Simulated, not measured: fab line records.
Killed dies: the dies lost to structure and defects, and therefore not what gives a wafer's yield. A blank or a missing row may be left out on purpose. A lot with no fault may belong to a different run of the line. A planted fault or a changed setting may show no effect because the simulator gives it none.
fab line records	flow rit-cmos
record lots=5	wafers=15	last-day=6
route steps=202 shown SILICIDE@164 CONTACT@168 M1@184
lots that met no fault: taken from a fault-free run of the same line
start-h: hours from the record's opening day to when the first of the lot's shown wafers began	wait-h: time in hours since the lot's previous step	" repeats the value in the row above	L1.1+2: a single row standing in for several wafers	- either no value or no given start	* or withheld: withheld	< > ~ a bound
route shown NAME@n: names a module that has steps shown in the file, with the first one's number in the route	usual: mean/standard deviation of fault-free wafers	same: alike in all rows	chamber/n: place in a boat	sites: the reading at each site	_std_site: their standard deviation	_edge_site: mean of outer sites minus mean of inner sites	radius-mm: how far each site lies from the wafer's centre	mask NAME#n: copy n	behind: the most recent tool/chamber to have shaped the wafer	hold: the reason the lot was held/the length of the hold in hours/how it ended	device: names the non-switching transistor (n, p or np)	end of line: tests run on the same wafers once the route is complete	a step given without rows: its recipe and nothing more	killed: count of dies lost to structure and defects at first sort (not the wafer's yield)	map: dies across one wafer; x = killed, . = not, _ = none there
set.NAME: the setting that was run; set.NAME@STEP: the one run at that earlier step	model.NAME: the simulator's own value behind a step, which no gauge read
lots seen at some steps along the route; tables by step, rows by wafer
services: the hour from which a tool's chamber was out of use, counted from the record's first day as start-h (under 0 if before that day), plus the number of hours and why
## steps
# step RIT_SILICIDE_THK_MEAS_03
# recipe thk-meas-gauge=xrf	reads=Ti_of_SILICIDE_SPUTTER_01
# usual SILICIDE_TI_THK=29.9/0.37
lot.wafer	tool	chamber	start-h	wait-h	SILICIDE_TI_THK[nm]
L077.1	film-metro-04	-	67.10	0.1	29.7
L077.2	"	-	"	"	30.3
L077.3	"	-	"	"	29.7
L080.2	film-metro-04	-	82.63	0.1	29.9
L080.4	"	-	"	"	29.4
L080.5	"	-	"	"	29.7
L084.3	film-metro-04	-	104.01	0.1	29.7
L084.5	"	-	"	"	29.6
L084.6	"	-	"	"	30.0
L088.1	film-metro-01	-	121.00	0.1	29.4
L088.4	"	-	"	"	29.7
L088.5	"	-	"	"	29.9
L091.1	film-metro-03	-	136.26	0.1	30.6
L091.4	"	-	"	"	29.8
L091.6	"	-	"	"	29.7
# step RIT_SILICIDE_RTA_04
# recipe temp-c=650	time-s=10	idle-temp-c=25	ramp-up-s=5	ramp-down-s=5	cool-to-c=25	ambient=N2
# usual wafer_temp_C_max=652.3/0.56
lot.wafer	tool	chamber	start-h	wait-h	wafer_temp_C_max
L077.1	rtp-anneal-01	0	67.16	0.1	651.7
L077.2	"	0	"	"	651.7
L077.3	"	0	"	"	652.5
L080.2	rtp-anneal-02	0	82.69	0.1	652.7
L080.4	"	0	"	"	653.0
L080.5	"	0	"	"	652.3
L084.3	rtp-anneal-02	0	104.07	0.1	652.2
L084.5	"	0	"	"	653.0
L084.6	"	0	"	"	652.1
L088.1	rtp-anneal-02	0	121.06	0.1	653.0
L088.4	"	0	"	"	652.3
L088.5	"	0	"	"	653.1
L091.1	rtp-anneal-01	0	136.32	0.1	651.3
L091.4	"	0	"	"	653.1
L091.6	"	0	"	"	652.2
# step RIT_SILICIDE_WET_ETCH_05
# recipe chemistry=SPM	target=Ti	temp-c=90	time-s=120	dry=n2-spin
# usual temp-c=90.01/0.12
lot.wafer	tool	chamber	start-h	wait-h	temp-c
L077.1	wet-bench-02	3	67.22	0.1	89.85
L077.2	"	3	"	"	90.11
L077.3	"	3	"	"	89.96
L080.2	wet-bench-02	1	82.75	0.0	89.97
L080.4	"	1	"	"	90.01
L080.5	"	1	"	"	90.12
L084.3	wet-bench-01	3	104.12	0.0	89.91
L084.5	"	3	"	"	89.80
L084.6	"	3	"	"	90.17
L088.1	wet-bench-03	2	121.12	0.1	90.13
L088.4	"	2	"	"	89.98
L088.5	"	2	"	"	90.10
L091.1	wet-bench-02	0	136.38	0.1	89.81
L091.4	"	0	"	"	89.97
L091.6	"	0	"	"	89.91
# step RIT_SILICIDE_RTA_06
# recipe temp-c=750	time-s=10	idle-temp-c=25	ramp-up-s=5	ramp-down-s=10	cool-to-c=25	ambient=N2
# usual wafer_temp_C_max=752.7/0.64
lot.wafer	tool	chamber	start-h	wait-h	wafer_temp_C_max
L077.1	rtp-anneal-02	0	67.27	0.0	753.2
L077.2	"	0	"	"	752.7
L077.3	"	0	"	"	752.9
L080.2	rtp-anneal-01	0	82.80	0.0	752.1
L080.4	"	0	"	"	751.7
L080.5	"	0	"	"	752.4
L084.3	rtp-anneal-01	0	104.18	0.0	753.0
L084.5	"	0	"	"	753.5
L084.6	"	0	"	"	751.4
L088.1	rtp-anneal-01	0	121.17	0.0	752.8
L088.4	"	0	"	"	752.5
L088.5	"	0	"	"	753.0
L091.1	rtp-anneal-02	0	136.43	0.0	753.0
L091.4	"	0	"	"	753.4
L091.6	"	0	"	"	754.0
# step RIT_CONTACT_CVD_00
# recipe material=SiO2	target-thk-nm=400	precursor=TEOS	temp-c=390	time-s=61	rf-w=408.7
# usual heater-power-w=352/75
lot.wafer	tool	chamber	start-h	wait-h	heater-power-w
L077.1	pecvd-02	0	67.33	0.1	496
L077.2	"	2	"	"	420
L077.3	"	1	"	"	276
L080.2	pecvd-02	0	82.86	0.0	471
L080.4	"	1	"	"	283
L080.5	"	0	"	"	480
L084.3	pecvd-01	0	104.23	0.0	375
L084.5	"	1	"	"	310
L084.6	"	0	"	"	279
L088.1	pecvd-02	2	121.24	0.1	468
L088.4	"	1	"	"	266
L088.5	"	0	"	"	442
L091.1	pecvd-02	2	136.49	0.1	458
L091.4	"	1	"	"	279
L091.6	"	2	"	"	455
# step RIT_CONTACT_THK_MEAS_01
# recipe reads=SiO2_of_CONTACT_CVD_00
# usual CONTACT_TEOS_THK=405/4.9
lot.wafer	tool	chamber	start-h	wait-h	CONTACT_TEOS_THK[nm]
L077.1	film-metro-02	-	67.38	0.0	400
L077.2	"	-	"	"	403
L077.3	"	-	"	"	404
L080.2	film-metro-02	-	82.92	0.0	395
L080.4	"	-	"	"	409
L080.5	"	-	"	"	407
L084.3	film-metro-04	-	104.30	0.0	403
L084.5	"	-	"	"	409
L084.6	"	-	"	"	407
L088.1	film-metro-03	-	121.29	0.0	405
L088.4	"	-	"	"	412
L088.5	"	-	"	"	408
L091.1	film-metro-02	-	136.54	0.0	408
L091.4	"	-	"	"	413
L091.6	"	-	"	"	414
# step RIT_CONTACT_HMDS_02
# recipe prime-time-s=60	prime-temp-c=140
lot.wafer	tool	chamber	start-h	wait-h
L077.1+2+3	litho-track-04	0	67.44	0.1
L080.2+4+5	litho-track-03	0	83.00	0.1
L084.3+5+6	litho-track-04	0	104.39	0.1
L088.1+4+5	litho-track-03	0	121.35	0.1
L091.1+4+6	litho-track-03	0	136.60	0.1
# step RIT_CONTACT_COAT_03
# recipe resist=NOVOLAK	spin-rpm=3250	resist-thk-nm=1000
lot.wafer	tool	chamber	start-h	wait-h
L077.1+2+3	litho-track-04	0	67.59	0.1
L080.2+4+5	litho-track-03	0	83.15	0.1
L084.3+5+6	litho-track-04	0	104.54	0.1
L088.1+4+5	litho-track-03	0	121.50	0.1
L091.1+4+6	litho-track-03	0	136.75	0.1
# step RIT_CONTACT_SOFTBAKE_04
# recipe resist=NOVOLAK	temp-c=90	time-s=60
lot.wafer	tool	chamber	start-h	wait-h
L077.1+2+3	litho-track-04	0	67.74	0.1
L080.2+4+5	litho-track-03	0	83.30	0.1
L084.3+5+6	litho-track-04	0	104.69	0.1
L088.1+4+5	litho-track-03	0	121.65	0.1
L091.1+4+6	litho-track-03	0	136.90	0.1
# step RIT_CONTACT_EXPOSE_05
# recipe mask-id=M11	na=0.6	source-shape=conventional	sigma-outer=0.5	target-cd-nm=1000	dose-mj=250
lot.wafer	tool	chamber	start-h	wait-h	mask
L077.1+2+3	iline-stepper-01	0	67.89	0.1	M11#0
L080.2+4+5	iline-stepper-02	0	83.56	0.2	M11#0
L084.3+5+6	iline-stepper-01	0	104.95	0.2	M11#0
L088.1+4+5	iline-stepper-01	0	121.92	0.2	M11#0
L091.1+4+6	iline-stepper-01	0	137.18	0.2	M11#0
# step RIT_CONTACT_PEB_06
# recipe resist=NOVOLAK	temp-c=withheld	time-s=withheld
lot.wafer	tool	chamber	start-h	wait-h
L077.1+2+3	litho-track-04	0	68.01	0.1
L080.2+4+5	litho-track-04	0	83.69	0.1
L084.3+5+6	litho-track-04	0	105.08	0.1
L088.1+4+5	litho-track-03	0	122.04	0.1
L091.1+4+6	litho-track-02	0	137.36	0.2
# step RIT_CONTACT_DEVELOP_07
# recipe resist=NOVOLAK	develop-time-s=120	dev-temp-c=23
lot.wafer	tool	chamber	start-h	wait-h
L077.1+2+3	litho-track-04	0	-	-
L080.2+4+5	litho-track-04	0	-	-
L084.3+5+6	litho-track-04	0	-	-
L088.1+4+5	litho-track-03	0	-	-
L091.1+4+6	litho-track-02	0	-	-
# step RIT_CONTACT_CD_MEAS_08
# recipe target-cd-nm=1000
# usual cd-nm=999.5/2.7
lot.wafer	tool	chamber	start-h	wait-h	cd-nm
L077.1	cd-sem-02	-	68.41	-	1000.3
L077.2	"	-	"	"	1000.6
L077.3	"	-	"	"	1000.1
L080.2	cd-sem-01	-	84.08	-	1001.6
L080.4	"	-	"	"	1000.9
L080.5	"	-	"	"	1001.8
L084.3	cd-sem-02	-	105.47	-	1001.3
L084.5	"	-	"	"	999.3
L084.6	"	-	"	"	1002.0
L088.1	cd-sem-01	-	122.44	-	996.4
L088.4	"	-	"	"	998.8
L088.5	"	-	"	"	997.6
L091.1	cd-sem-02	-	137.76	-	1000.6
L091.4	"	-	"	"	1001.4
L091.6	"	-	"	"	1000.1
# step RIT_CONTACT_OVL_MEAS_09
# usual CONTACT_OVL=1.7/1.3
lot.wafer	tool	chamber	start-h	wait-h	CONTACT_OVL[nm]
L077.1	overlay-02	-	68.53	0.1	2.4
L077.2	"	-	"	"	2.6
L077.3	"	-	"	"	0.9
L080.2	overlay-02	-	84.19	0.1	1.0
L080.4	"	-	"	"	2.7
L080.5	"	-	"	"	2.3
L084.3	overlay-01	-	105.56	0.1	2.0
L084.5	"	-	"	"	2.9
L084.6	"	-	"	"	3.9
L088.1	overlay-02	-	122.56	0.1	4.6
L088.4	"	-	"	"	3.6
L088.5	"	-	"	"	3.2
L091.1	overlay-02	-	137.88	0.1	-0.9
L091.4	"	-	"	"	1.8
L091.6	"	-	"	"	2.1
# step RIT_CONTACT_HARDBAKE_10
# recipe resist=NOVOLAK	temp-c=140	time-s=60
lot.wafer	tool	chamber	start-h	wait-h
L077.1+2+3	litho-track-02	0	68.57	0.0
L080.2+4+5	litho-track-02	0	84.24	0.0
L084.3+5+6	litho-track-04	0	105.63	0.1
L088.1+4+5	litho-track-04	0	122.59	0.0
L091.1+4+6	litho-track-04	0	137.91	0.0
# step RIT_CONTACT_ETCH_11
# recipe target-depth-a=4800	over-etch-frac=0.2	stop-on=TiSi2	chemistry=CHF3/CF4/Ar	target=SiO2	CHF3_flow_sccm=50	cf4-flow-sccm=10	Ar_flow_sccm=100	O2_flow_sccm=5	pressure-mtorr=100	rf-w=200	time-s=320
# usual CHF3_flow_sccm=50.00/0.14	drypump-motor-current-A=5.5/0.43	oes-product-au=0.989/0.016	throttle-valve-pct=8.85/0.13
lot.wafer	tool	chamber	start-h	wait-h	CHF3_flow_sccm	drypump-motor-current-A	oes-product-au	rf-hours-counter-h	throttle-valve-pct
L077.1	rie-diel-03	2	68.72	0.1	49.83	5.2	1.002	34	8.80
L077.2	"	0	"	"	49.89	5.5	1.000	58	8.57
L077.3	"	1	"	"	50.14	4.9	0.968	109	8.65
L080.2	rie-diel-03	3	84.37	0.1	49.94	5.9	0.993	137	8.70
L080.4	"	2	"	"	50.10	5.3	0.999	35	8.80
L080.5	"	0	"	"	50.05	5.6	0.991	-	8.57
L084.3	rie-diel-03	3	105.73	0.1	49.69	5.9	0.984	138	8.70
L084.5	"	2	"	"	49.90	5.2	1.011	-	8.79
L084.6	"	1	"	"	49.99	4.9	0.975	-	8.65
L088.1	rie-diel-02	3	122.74	0.1	49.95	6.2	0.982	131	8.81
L088.4	"	1	"	"	50.05	5.7	0.982	112	8.95
L088.5	"	0	"	"	49.92	5.7	0.991	-	8.85
L091.1	rie-diel-03	2	138.06	0.1	49.86	5.3	1.009	36	8.79
L091.4	"	3	"	"	50.14	5.9	0.988	138	8.72
L091.6	"	2	"	"	50.02	5.3	1.004	-	8.77
# step RIT_CONTACT_STRIP_12
# recipe chemistry=O2	time-s=180	resist=NOVOLAK	platen-temp-c=withheld	power-w=500	pressure-mtorr=4000	o2-flow-sccm=4000
# usual drypump-motor-current-A=5.7/0.43
lot.wafer	tool	chamber	start-h	wait-h	drypump-motor-current-A	rf-hours-counter-h
L077.1	plasma-asher-01	0	68.91	0.1	5.0	47
L077.2	"	1	"	"	5.5	47
L077.3	"	1	"	"	5.5	-
L080.2	plasma-asher-01	1	84.56	0.1	5.5	48
L080.4	"	0	"	"	4.9	-
L080.5	"	1	"	"	5.5	-
L084.3	plasma-asher-04	1	105.99	0.2	5.9	-
L084.5	"	1	"	"	5.9	-
L084.6	"	0	"	"	5.2	-
L088.1	plasma-asher-02	0	122.94	0.1	6.2	49
L088.4	"	0	"	"	6.2	-
L088.5	"	1	"	"	6.0	-
L091.1	plasma-asher-04	1	138.26	0.1	5.9	34
L091.4	"	1	"	"	5.8	-
L091.6	"	1	"	"	5.8	-
# step RIT_CONTACT_CD_MEAS_90
# recipe target-cd-nm=1000
# usual cd-nm=999.5/2.7
lot.wafer	tool	chamber	start-h	wait-h	cd-nm
L077.1	cd-sem-02	-	69.09	0.1	1000.4
L077.2	"	-	"	"	1000.3
L077.3	"	-	"	"	1000.6
L080.2	cd-sem-02	-	84.76	0.1	1001.8
L080.4	"	-	"	"	1001.9
L080.5	"	-	"	"	1001.5
L084.3	cd-sem-02	-	106.14	0.1	1001.2
L084.5	"	-	"	"	999.7
L084.6	"	-	"	"	1002.3
L088.1	cd-sem-01	-	123.11	0.1	996.1
L088.4	"	-	"	"	998.1
L088.5	"	-	"	"	997.5
L091.1	cd-sem-02	-	138.43	0.1	1000.5
L091.4	"	-	"	"	1001.8
L091.6	"	-	"	"	1000.8
# step RIT_CONTACT_CLEAN_13
# recipe chemistry=SC1	mix=3:3:50	time-s=600	temp-c=75
# usual temp-c=75.02/0.13
lot.wafer	tool	chamber	start-h	wait-h	temp-c
L077.1	wet-bench-04	1	69.21	0.1	74.99
L077.2	"	1	"	"	75.06
L077.3	"	1	"	"	75.10
L080.2	wet-bench-04	1	84.86	0.1	75.18
L080.4	"	1	"	"	75.19
L080.5	"	1	"	"	75.24
L084.3	wet-bench-01	0	106.22	0.1	75.04
L084.5	"	0	"	"	74.95
L084.6	"	0	"	"	74.93
L088.1	wet-bench-01	1	123.23	0.1	75.05
L088.4	"	1	"	"	75.17
L088.5	"	1	"	"	75.23
L091.1	wet-bench-04	0	138.55	0.1	74.85
L091.4	"	0	"	"	74.99
L091.6	"	0	"	"	74.91
# step RIT_CONTACT_CLEAN_14
# recipe chemistry=SC2	mix=3:3:50	time-s=600	temp-c=75	dry=n2-spin
# usual temp-c=75.02/0.11
lot.wafer	tool	chamber	start-h	wait-h	temp-c
L077.1	wet-bench-01	3	69.40	0.0	75.10
L077.2	"	3	"	"	74.96
L077.3	"	3	"	"	75.14
L080.2	wet-bench-03	1	85.03	0.0	75.04
L080.4	"	1	"	"	75.27
L080.5	"	1	"	"	75.17
L084.3	wet-bench-04	0	106.40	0.0	75.01
L084.5	"	0	"	"	75.12
L084.6	"	0	"	"	75.17
L088.1	wet-bench-03	0	123.58	0.0	74.87
L088.4	"	0	"	"	74.78
L088.5	"	0	"	"	75.04
L091.1	wet-bench-03	0	138.73	0.0	75.07
L091.4	"	0	"	"	75.01
L091.6	"	0	"	"	75.07
# step RIT_M1_SPUTTER_00
# recipe material=Al	target-thk-nm=400	power-w=2000	chamber-pressure-pa=0.4	gas=Ar	time-s=484.9	substrate-temp-c=25
# usual substrate-temp-c=25.01/0.11	throttle-valve-pct=30.3/0.78
lot.wafer	tool	chamber	start-h	wait-h	substrate-temp-c	throttle-valve-pct
L077.1	pvd-sputter-03	-	69.57	0.0	24.94	30.2
L077.2	"	-	"	"	25.22	30.6
L077.3	"	-	"	"	25.19	30.1
L080.2	pvd-sputter-02	-	85.21	0.0	25.00	31.6
L080.4	"	-	"	"	25.05	29.5
L080.5	"	-	"	"	24.93	29.8
L084.3	pvd-sputter-04	-	106.57	0.0	24.98	31.2
L084.5	"	-	"	"	25.08	29.5
L084.6	"	-	"	"	25.06	30.6
L088.1	pvd-sputter-02	-	123.77	0.0	25.06	29.8
L088.4	"	-	"	"	25.12	32.2
L088.5	"	-	"	"	25.00	29.2
L091.1	pvd-sputter-03	-	138.90	0.0	25.05	30.6
L091.4	"	-	"	"	24.96	30.0
L091.6	"	-	"	"	24.97	30.3
# step RIT_M1_RS_MEAS_01
# recipe thk-meas-gauge=four-point-probe	reads=Al_of_M1_SPUTTER_00
# usual M1_AL_RS=0.0755/0.00081
lot.wafer	tool	chamber	start-h	wait-h	M1_AL_RS[ohm/sq]
L077.1	film-metro-03	-	69.87	0.2	0.0744
L077.2	"	-	"	"	0.0754
L077.3	"	-	"	"	0.0756
L080.2	film-metro-02	-	85.52	0.2	0.0754
L080.4	"	-	"	"	0.0763
L080.5	"	-	"	"	0.0749
L084.3	film-metro-02	-	106.91	0.2	0.0766
L084.5	"	-	"	"	0.0763
L084.6	"	-	"	"	0.0762
L088.1	film-metro-01	-	124.07	0.2	0.0763
L088.4	"	-	"	"	0.0767
L088.5	"	-	"	"	0.0768
L091.1	film-metro-02	-	139.20	0.2	0.0764
L091.4	"	-	"	"	0.0751
L091.6	"	-	"	"	0.0767
# step RIT_M1_THK_MEAS_02
# recipe thk-meas-gauge=xrf	reads=Al_of_M1_SPUTTER_00
# usual M1_AL_THK=396/5.5
lot.wafer	tool	chamber	start-h	wait-h	M1_AL_THK[nm]
L077.1	film-metro-03	-	69.99	0.1	402
L077.2	"	-	"	"	401
L077.3	"	-	"	"	399
L080.2	film-metro-02	-	85.63	0.1	399
L080.4	"	-	"	"	392
L080.5	"	-	"	"	398
L084.3	film-metro-02	-	107.01	0.1	391
L084.5	"	-	"	"	391
L084.6	"	-	"	"	394
L088.1	film-metro-01	-	124.19	0.1	387
L088.4	"	-	"	"	384
L088.5	"	-	"	"	385
L091.1	film-metro-02	-	139.32	0.1	389
L091.4	"	-	"	"	395
L091.6	"	-	"	"	388
# step RIT_M1_HMDS_03
# recipe prime-time-s=60	prime-temp-c=140
lot.wafer	tool	chamber	start-h	wait-h
L077.1+2+3	litho-track-02	0	70.05	0.1
L080.2+4+5	litho-track-01	0	85.85	0.2
L084.3+5+6	litho-track-01	0	107.10	0.1
L088.1+4+5	litho-track-04	0	124.25	0.1
L091.1+4+6	litho-track-02	0	139.38	0.1
# step RIT_M1_COAT_04
# recipe resist=NOVOLAK	spin-rpm=2000	resist-thk-nm=1300
lot.wafer	tool	chamber	start-h	wait-h
L077.1+2+3	litho-track-02	0	70.20	0.1
L080.2+4+5	litho-track-01	0	86.00	0.1
L084.3+5+6	litho-track-01	0	107.25	0.1
L088.1+4+5	litho-track-04	0	124.40	0.1
L091.1+4+6	litho-track-02	0	139.53	0.1
# step RIT_M1_SOFTBAKE_05
# recipe resist=NOVOLAK	temp-c=90	time-s=60
lot.wafer	tool	chamber	start-h	wait-h
L077.1+2+3	litho-track-02	0	70.35	0.1
L080.2+4+5	litho-track-01	0	86.15	0.1
L084.3+5+6	litho-track-01	0	107.40	0.1
L088.1+4+5	litho-track-04	0	124.55	0.1
L091.1+4+6	litho-track-02	0	139.68	0.1
# step RIT_M1_EXPOSE_06
# recipe mask-id=M12	na=0.6	source-shape=conventional	sigma-outer=0.5	target-cd-nm=2600	dose-mj=250
lot.wafer	tool	chamber	start-h	wait-h	mask
L077.1+2+3	iline-stepper-01	0	70.62	0.2	M12#0
L080.2+4+5	iline-stepper-01	0	86.29	0.1	M12#0
L084.3+5+6	iline-stepper-01	0	107.66	0.2	M12#0
L088.1+4+5	iline-stepper-01	0	124.70	0.1	M12#0
L091.1+4+6	iline-stepper-02	0	139.83	0.1	M12#0
# step RIT_M1_PEB_07
# recipe resist=NOVOLAK	temp-c=withheld	time-s=withheld
lot.wafer	tool	chamber	start-h	wait-h
L077.1+2+3	litho-track-01	0	70.74	0.1
L080.2+4+5	litho-track-04	0	86.41	0.1
L084.3+5+6	litho-track-04	0	107.79	0.1
L088.1+4+5	litho-track-02	0	124.82	0.1
L091.1+4+6	litho-track-01	0	139.94	0.1
# step RIT_M1_DEVELOP_08
# recipe resist=NOVOLAK	develop-time-s=70.4	dev-temp-c=23
lot.wafer	tool	chamber	start-h	wait-h
L077.1+2+3	litho-track-01	0	-	-
L080.2+4+5	litho-track-04	0	-	-
L084.3+5+6	litho-track-04	0	-	-
L088.1+4+5	litho-track-02	0	-	-
L091.1+4+6	litho-track-01	0	-	-
# step RIT_M1_CD_MEAS_09
# recipe target-cd-nm=2600
# usual cd-nm=2599.3/2
lot.wafer	tool	chamber	start-h	wait-h	cd-nm
L077.1	cd-sem-01	-	71.05	-	2599.4
L077.2	"	-	"	"	2598.9
L077.3	"	-	"	"	2599.9
L080.2	cd-sem-01	-	86.72	-	2597.8
L080.4	"	-	"	"	2600.3
L080.5	"	-	"	"	2600.4
L084.3	cd-sem-02	-	108.09	-	2600.2
L084.5	"	-	"	"	2598.2
L084.6	"	-	"	"	2599.4
L088.1	cd-sem-01	-	125.13	-	2598.0
L088.4	"	-	"	"	2602.9
L088.5	"	-	"	"	2600.7
L091.1	cd-sem-01	-	140.26	-	2598.9
L091.4	"	-	"	"	2599.5
L091.6	"	-	"	"	2601.5
# step RIT_M1_OVL_MEAS_10
# usual M1_OVL=0.2/1.7
lot.wafer	tool	chamber	start-h	wait-h	M1_OVL[nm]
L077.1	overlay-02	-	71.17	0.1	-1.9
L077.2	"	-	"	"	-1.7
L077.3	"	-	"	"	-0.8
L080.2	overlay-02	-	86.83	0.1	0.0
L080.4	"	-	"	"	-0.4
L080.5	"	-	"	"	-0.8
L084.3	overlay-02	-	108.19	0.1	-1.9
L084.5	"	-	"	"	-1.6
L084.6	"	-	"	"	-1.3
L088.1	overlay-02	-	125.25	0.1	-1.8
L088.4	"	-	"	"	2.0
L088.5	"	-	"	"	-1.4
L091.1	overlay-01	-	140.38	0.1	0.1
L091.4	"	-	"	"	1.9
L091.6	"	-	"	"	3.1
# step RIT_M1_HARDBAKE_11
# recipe resist=NOVOLAK	temp-c=140	time-s=120
lot.wafer	tool	chamber	start-h	wait-h
L077.1+2+3	litho-track-01	0	71.21	0.0
L080.2+4+5	litho-track-01	0	86.90	0.1
L084.3+5+6	litho-track-04	0	108.29	0.1
L088.1+4+5	litho-track-02	0	125.41	0.2
L091.1+4+6	litho-track-04	0	140.41	0.0
# step RIT_M1_METAL_ETCH_12
# recipe stop-on=SiO2	chemistry=Cl2/BCl3	target=Al	time-s=165	over-etch-frac=0.5	pressure-mtorr=100	target-depth-a=6000	rf-w=250	Cl2_flow_sccm=60	bcl3-flow-sccm=50
# usual drypump-motor-current-A=5.9/0.46	oes-product-au=0.772/0.0097	throttle-valve-pct=8.37/0.13
lot.wafer	tool	chamber	start-h	wait-h	drypump-motor-current-A	oes-product-au	rf-hours-counter-h	throttle-valve-pct
L077.1	rie-metal-01	0	71.46	0.2	5.3	0.778	36	8.30
L077.2	"	1	"	"	6.5	0.771	39	8.52
L077.3	"	1	"	"	6.5	0.766	-	8.52
L080.2	rie-metal-01	0	87.11	0.2	5.3	0.781	36	8.29
L080.4	"	1	"	"	6.5	0.762	-	8.51
L080.5	"	1	"	"	6.5	0.777	-	8.50
L084.3	rie-metal-04	1	108.53	0.2	5.8	0.758	-	8.44
L084.5	"	0	"	"	6.5	0.757	-	8.24
L084.6	"	1	"	"	5.7	0.764	-	8.45
L088.1	rie-metal-03	1	125.66	0.2	5.4	0.763	3	8.22
L088.4	"	0	"	"	6.0	0.779	-	8.56
L088.5	"	0	"	"	6.0	0.774	-	8.55
L091.1	rie-metal-03	0	140.66	0.2	6.0	0.778	3	8.54
L091.4	"	1	"	"	5.4	0.776	-	8.21
L091.6	"	1	"	"	5.4	0.773	-	8.19
# step RIT_M1_STRIP_13
# recipe chemistry=nmp	resist=NOVOLAK	temp-c=80	time-s=600	dry=n2-spin
# usual temp-c=80.00/0.14
lot.wafer	tool	chamber	start-h	wait-h	temp-c
L077.1	wet-bench-04	3	71.62	0.1	80.10
L077.2	"	3	"	"	79.77
L077.3	"	3	"	"	79.89
L080.2	wet-bench-01	1	87.27	0.1	80.15
L080.4	"	1	"	"	80.10
L080.5	"	1	"	"	80.18
L084.3	wet-bench-02	1	108.68	0.1	79.88
L084.5	"	1	"	"	79.83
L084.6	"	1	"	"	79.72
L088.1	wet-bench-01	0	125.82	0.1	79.99
L088.4	"	0	"	"	80.19
L088.5	"	0	"	"	79.97
L091.1	wet-bench-01	3	140.82	0.1	80.18
L091.4	"	3	"	"	80.24
L091.6	"	3	"	"	80.36
# step RIT_M1_STRIP_14
# recipe chemistry=O2	time-s=180	platen-temp-c=withheld	power-w=500	pressure-mtorr=4000	o2-flow-sccm=4000
# usual drypump-motor-current-A=5.8/0.4
lot.wafer	tool	chamber	start-h	wait-h	drypump-motor-current-A	rf-hours-counter-h
L077.1	plasma-asher-03	1	71.79	0.0	5.7	41
L077.2	"	0	"	"	6.4	41
L077.3	"	0	"	"	6.4	-
L080.2	plasma-asher-04	0	87.62	0.0	5.2	28
L080.4	"	0	"	"	5.2	-
L080.5	"	0	"	"	5.2	-
L084.3	plasma-asher-04	1	108.93	0.1	5.8	-
L084.5	"	0	"	"	5.2	-
L084.6	"	1	"	"	5.9	-
L088.1	plasma-asher-02	1	126.17	0.0	6.0	49
L088.4	"	1	"	"	6.0	-
L088.5	"	1	"	"	6.0	-
L091.1	plasma-asher-04	0	141.00	0.0	5.2	35
L091.4	"	1	"	"	5.9	-
L091.6	"	1	"	"	5.9	-
# step RIT_M1_CD_MEAS_90
# recipe target-cd-nm=2600
# usual cd-nm=2599/3.7
lot.wafer	tool	chamber	start-h	wait-h	cd-nm
L077.1	cd-sem-01	-	71.97	0.1	2600
L077.2	"	-	"	"	2603
L077.3	"	-	"	"	2601
L080.2	cd-sem-02	-	87.81	0.1	2598
L080.4	"	-	"	"	2604
L080.5	"	-	"	"	2604
L084.3	cd-sem-02	-	109.08	0.1	2596
L084.5	"	-	"	"	2600
L084.6	"	-	"	"	2595
L088.1	cd-sem-02	-	126.35	0.1	2599
L088.4	"	-	"	"	2601
L088.5	"	-	"	"	2599
L091.1	cd-sem-01	-	141.17	0.1	2597
L091.4	"	-	"	"	2602
L091.6	"	-	"	"	2604
# step RIT_M1_ANNEAL_15
# recipe temp-c=450	time-s=1866	ambient=forming_gas_H2N2
lot.wafer	tool	chamber	start-h	wait-h
L077.1+2+3	-	-	72.09	0.1
L080.2+4+5	-	-	87.91	0.1
L084.3+5+6	-	-	109.36	0.3
L088.1+4+5	-	-	126.50	0.1
L091.1+4+6	-	-	141.81	0.6
# step RIT_M1_BOW_MEAS_16
# recipe mode=bow
# usual M1_BOW=18/7.1
lot.wafer	tool	chamber	start-h	wait-h	M1_BOW[um]
L077.1	film-metro-03	-	73.59	0.0	11
L077.2	"	-	"	"	8
L077.3	"	-	"	"	17
L080.2	film-metro-02	-	89.43	0.0	19
L080.4	"	-	"	"	18
L080.5	"	-	"	"	32
L084.3	film-metro-03	-	110.90	0.0	18
L084.5	"	-	"	"	20
L084.6	"	-	"	"	23
L088.1	film-metro-01	-	128.00	0.0	21
L088.4	"	-	"	"	18
L088.5	"	-	"	"	26
L091.1	film-metro-03	-	143.31	0.0	22
L091.4	"	-	"	"	20
L091.6	"	-	"	"	18
## services
tool	chamber	start-h	hours	kind
wet-bench-03	-	48.20	10.9	repair
rie-diel-03	-	54.63	2.8	pm
pvd-sputter-03	-	58.49	4.8	repair
rie-metal-04	1	60.36	1.8	repair
rie-diel-03	3	61.35	8.1	repair
wet-bench-03	-	68.62	2.3	repair
iline-stepper-02	-	70.30	1.7	pm
iline-stepper-01	0	77.58	-	calibration
pecvd-01	2	93.09	5.5	repair
rie-diel-02	0	104.64	8.5	repair
plasma-asher-01	-	108.75	9.0	pm
plasma-asher-01	0	108.75	9.0	vent-cycle
plasma-asher-01	1	108.75	9.0	vent-cycle
iline-stepper-02	-	109.03	2.4	repair
furnace-02	-	111.06	5.1	pm
pvd-sputter-02	-	116.67	0.7	repair
plasma-asher-01	0	117.75	-	clean
plasma-asher-01	1	117.75	-	clean
furnace-02	-	117.83	4.0	pm
pecvd-01	-	127.16	0.8	pm
iline-stepper-02	-	127.35	-	consumable-replace:lamp
plasma-asher-03	-	127.60	15.7	repair
rie-metal-01	-	136.12	20.0	pm
rie-metal-01	0	141.68	3.6	repair
## key
fault none
